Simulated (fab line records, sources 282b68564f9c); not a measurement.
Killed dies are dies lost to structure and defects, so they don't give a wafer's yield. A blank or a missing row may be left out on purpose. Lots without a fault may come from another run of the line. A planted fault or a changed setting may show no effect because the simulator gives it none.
fab line records | flow rit_cmos
record lots=6 wafers=18 last_day=7
route steps=202 shown ACTIVE@19 FOX1@20 FOX2@23 NWELL@28
lots that met no fault: from a run of the same line without faults
start_h: hours from the record's first day to the start of the lot's first wafer shown | wait_h: hours since the lot's step before | " the same as in the row above | L1.1+2: a row that stands for several wafers | - no value, or no start given | * or withheld: withheld | < > ~ a bound
route shown NAME@n: a module of which the file shows steps, and the number in the route of the first | usual: mean/standard deviation of fault-free wafers | same: alike in all rows | chamber/n: place in a boat | sites: the reading at each site | _std_site: their standard deviation | _edge_site: outer sites' mean less inner sites' | radius_mm: how far each site lies from the wafer's centre | mask NAME#n: copy n | behind: the tool/chamber that last shaped the wafer | hold: why the lot was held/for how many hours/how that ended | device: the transistor (n, p or np) that didn't switch | end of line: the same wafers' tests at the end of the route | a step without rows: its recipe alone | killed: dies lost to structure and defects at the first sort, not the wafer's yield | map: a wafer's dies, x killed, . not, _ none there
set.NAME: the setting as run; set.NAME@STEP: as run at that earlier step | model.NAME: the simulator's own value behind a step, which no gauge read
lots at some steps of the route; a table a step, a row a wafer
services: from which hour (start_h, from the record's first day; less than 0 if before it) a tool's chamber was out of use, for how many hours, and why
## steps
# step RIT_ACTIVE_CLEAN_17
# recipe chemistry=SC2 mix=3:3:50 time_s=600 temp_c=75 dry=n2_spin
# step RIT_FOX1_OXIDATION_00
# recipe temp_c=1090 ambient=H2O target_thk_a=3507 p_h2o_torr=720 ox_time_s=1130
# step RIT_FOX1_THK_MEAS_01
# recipe reads=SiO2_of_FOX1_OXIDATION_00
# usual FOX1_OXIDE_THK=330/7
# columns lot.wafer tool chamber start_h wait_h FOX1_OXIDE_THK[nm]
L762.1 film_metro-03 - 22.56 0.0 331
L762.3 " - " " 335
L762.4 " - " " 334
L764.1 film_metro-03 - 33.27 0.0 331
L764.3 " - " " 330
L764.4 " - " " 333
L774.1 film_metro-02 - 85.06 0.0 336
L774.3 " - " " 340
L774.6 " - " " 334
L778.2 film_metro-03 - 103.43 0.0 331
L778.3 " - " " 331
L778.4 " - " " 328
L783.1 film_metro-01 - 128.04 0.0 335
L783.4 " - " " 334
L783.6 " - " " 337
L784.1 film_metro-01 - 135.33 0.0 327
L784.2 " - " " 327
L784.4 " - " " 325
# step RIT_FOX1_WET_ETCH_02
# recipe chemistry=BOE target_depth_nm=350 time_s=390 temp_c=21.5 dry=n2_spin dilution=10:1 target=SiO2
# step RIT_FOX2_OXIDATION_00
# recipe temp_c=1100 ambient=H2O target_thk_a=3507 p_h2o_torr=720 ox_time_s=1130
# step RIT_FOX2_THK_MEAS_01
# recipe reads=SiO2_of_FOX2_OXIDATION_00
# usual FOX2_OXIDE_THK=350/6.4
# columns lot.wafer tool chamber start_h wait_h FOX2_OXIDE_THK[nm]
L762.1 film_metro-01 - 24.70 0.0 355
L762.3 " - " " 354
L762.4 " - " " 351
L764.1 film_metro-04 - 34.76 0.0 357
L764.3 " - " " 368
L764.4 " - " " 357
L774.1 film_metro-01 - 88.92 0.0 359
L774.3 " - " " 357
L774.6 " - " " 363
L778.2 film_metro-03 - 104.92 0.0 342
L778.3 " - " " 350
L778.4 " - " " 347
L783.1 film_metro-03 - 129.54 0.0 353
L783.4 " - " " 344
L783.6 " - " " 352
L784.1 film_metro-01 - 136.83 0.0 357
L784.2 " - " " 357
L784.4 " - " " 361
# step RIT_FOX2_CLEAN_02
# recipe chemistry=dHF dilution=50:1 time_s=180
# step RIT_FOX2_WET_ETCH_03
# recipe chemistry=H3PO4 target=Si3N4 target_depth_nm=195 temp_c=165 time_s=2700
# step RIT_FOX2_THK_MEAS_90
# recipe reads=SiO2_of_FOX2_OXIDATION_00
# usual FIELD_OXIDE_LEFT_1_THK=322/6.5
# columns lot.wafer tool chamber start_h wait_h FIELD_OXIDE_LEFT_1_THK[nm]
L762.1 film_metro-01 - 25.64 0.0 328
L762.3 " - " " 328
L762.4 " - " " 325
L764.1 film_metro-04 - 35.64 0.0 330
L764.3 " - " " 341
L764.4 " - " " 330
L774.1 film_metro-01 - 89.80 0.0 331
L774.3 " - " " 330
L774.6 " - " " 336
L778.2 film_metro-04 - 105.80 0.0 315
L778.3 " - " " 323
L778.4 " - " " 320
L783.1 film_metro-03 - 130.41 0.0 325
L783.4 " - " " 317
L783.6 " - " " 325
L784.1 film_metro-01 - 137.72 0.0 330
L784.2 " - " " 330
L784.4 " - " " 334
# step RIT_NWELL_HMDS_00
# recipe prime_time_s=60 prime_temp_c=140
# step RIT_NWELL_COAT_01
# recipe resist=NOVOLAK spin_rpm=2000 resist_thk_nm=1300
# step RIT_NWELL_SOFTBAKE_02
# recipe resist=NOVOLAK temp_c=90 time_s=60
# step RIT_NWELL_EXPOSE_03
# recipe mask_id=M2 na=0.57 target_cd_nm=43900 dose_mj=250
# usual exposure_dose_mJ_cm2=250.00/0.22 focus_offset_nm=0.0/0.52 na=0.57/0
# columns lot.wafer tool chamber start_h wait_h mask exposure_dose_mJ_cm2 focus_offset_nm na
L762.1 iline_stepper-02 0 26.28 0.2 M2#0 249.81 -1.0 0.57
L762.3 " 0 " " M2#0 250.24 0.9 0.57
L762.4 " 0 " " M2#0 250.01 0.3 0.57
L764.1 iline_stepper-02 0 36.27 0.2 M2#0 250.31 -0.9 0.57
L764.3 " 0 " " M2#0 249.99 -0.9 0.57
L764.4 " 0 " " M2#0 249.83 -0.4 0.57
L774.1 iline_stepper-01 0 90.44 0.2 M2#0 250.18 0.0 0.57
L774.3 " 0 " " M2#0 249.78 0.5 0.57
L774.6 " 0 " " M2#0 250.21 0.2 0.57
L778.2 iline_stepper-02 0 106.32 0.1 M2#0 250.27 0.0 0.57
L778.3 " 0 " " M2#0 250.19 0.4 0.57
L778.4 " 0 " " M2#0 250.34 0.8 0.57
L783.1 iline_stepper-01 - 131.04 0.1 M2#0 - - -
L783.4 " - " " M2#0 - - -
L783.6 " - " " M2#0 - - -
L784.1 iline_stepper-02 - 138.45 0.2 M2#0 - - -
L784.2 " - " " M2#0 - - -
L784.4 " - " " M2#0 - - -
# step RIT_NWELL_PEB_04
# recipe resist=NOVOLAK temp_c=withheld time_s=withheld
## services
# columns tool chamber start_h hours kind
iline_stepper-02 - 30.82 2.1 pm
iline_stepper-02 - 32.91 - consumable_replace:lamp
iline_stepper-01 - 101.83 2.6 repair
iline_stepper-02 - 104.42 1.7 pm
iline_stepper-01 - 122.23 1.7 pm
## key
first_sign step=RIT_NWELL_EXPOSE_03 reading=tool_record direction=missing
effect none on later readings
met_at RIT_NWELL_EXPOSE_03
struck_wafers L783.1,L783.4,L783.6,L784.1,L784.2,L784.4
sort_left_out L783.1,L783.4,L783.6,L784.1,L784.2,L784.4
tester_left_out L783,L784
onset_between 106.32 131.04
fault kind=skipped_step_whole tool=iline_stepper-01,iline_stepper-02 chamber=- onset_h=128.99 steps=RIT_NWELL_EXPOSE_03 scope=struck_lots_only
# tester_left_out: of these lots the tester's yield and bins aren't shown, on N5 and GAA mostly nor the transistor test; their killed dies are dies lost to structure and defects alone, not to doping, threshold or leakage, so they don't give the yield
# sort_left_out: the simulated sort isn't trusted on such a fault, so these wafers' sort isn't shown, and their yield isn't known
